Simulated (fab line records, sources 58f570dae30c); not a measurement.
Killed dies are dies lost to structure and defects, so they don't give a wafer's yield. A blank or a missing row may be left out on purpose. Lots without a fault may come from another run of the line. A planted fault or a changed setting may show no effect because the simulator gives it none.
Chamber matching | flow berkeley_cmos170 | UCB170_NWELL_ETCH_13 on rie_diel-04: 4 sister chambers
The step etches Si3N4 in CH3F/Ar/O2, stops on SiO2, target depth 246.4 nm, time 154 s. 8 wafers are shown with their chamber, then 7 later ones without.

WAFERS WITH THEIR CHAMBER
wafer  | chamber | drypump_motor_current_A (A) | throttle_valve_pct (%)
L081.6 | 2       | 5.4                         | 8.19
L083.5 | 1       | 6.3                         | 8.06
L083.6 | 2       | 5.4                         | 8.19
L086.2 | 1       | 6.4                         | 8.06
L086.4 | 0       | 5.7                         | 8.28
L086.6 | 3       | 5.7                         | 7.95
L089.2 | 0       | 5.7                         | 8.27
L089.4 | 3       | 5.7                         | 7.97

WAFERS WITHOUT THEIR CHAMBER
wafer  | drypump_motor_current_A (A) | throttle_valve_pct (%)
L089.5 | 6.3                         | 8.07
L094.1 | 5.7                         | 7.97
L094.4 | 6.3                         | 8.05
L094.5 | 5.4                         | 8.19
L097.1 | 6.3                         | 8.06
L097.2 | 5.7                         | 7.96
L097.5 | 5.7                         | 7.96

WHICH CHAMBER EACH WENT THROUGH
wafer  | from the rows above | in truth
L089.5 | 1                   | 1
L094.1 | 3                   | 3
L094.4 | 1                   | 1
L094.5 | 2                   | 2
L097.1 | 1                   | 1
L097.2 | 3                   | 3
L097.5 | 3                   | 3
Placed correctly: 7 of 7. Can't be placed from these rows: 0. Placed wrongly: 0.
How it was worked out, from the rows above alone: a wafer's distance from a chamber is the root of the sum, over the readings, of the square of ((its reading less the chamber's mean) divided by the reading's scatter). The wafer belongs to the nearest chamber; if the next one is less than 2 further off, it can't be placed. A chamber's mean is the mean of its shown wafers. The scatter: the root of (the sum of the squares of (reading less its chamber's mean) over the shown wafers, divided by (wafers less chambers)).
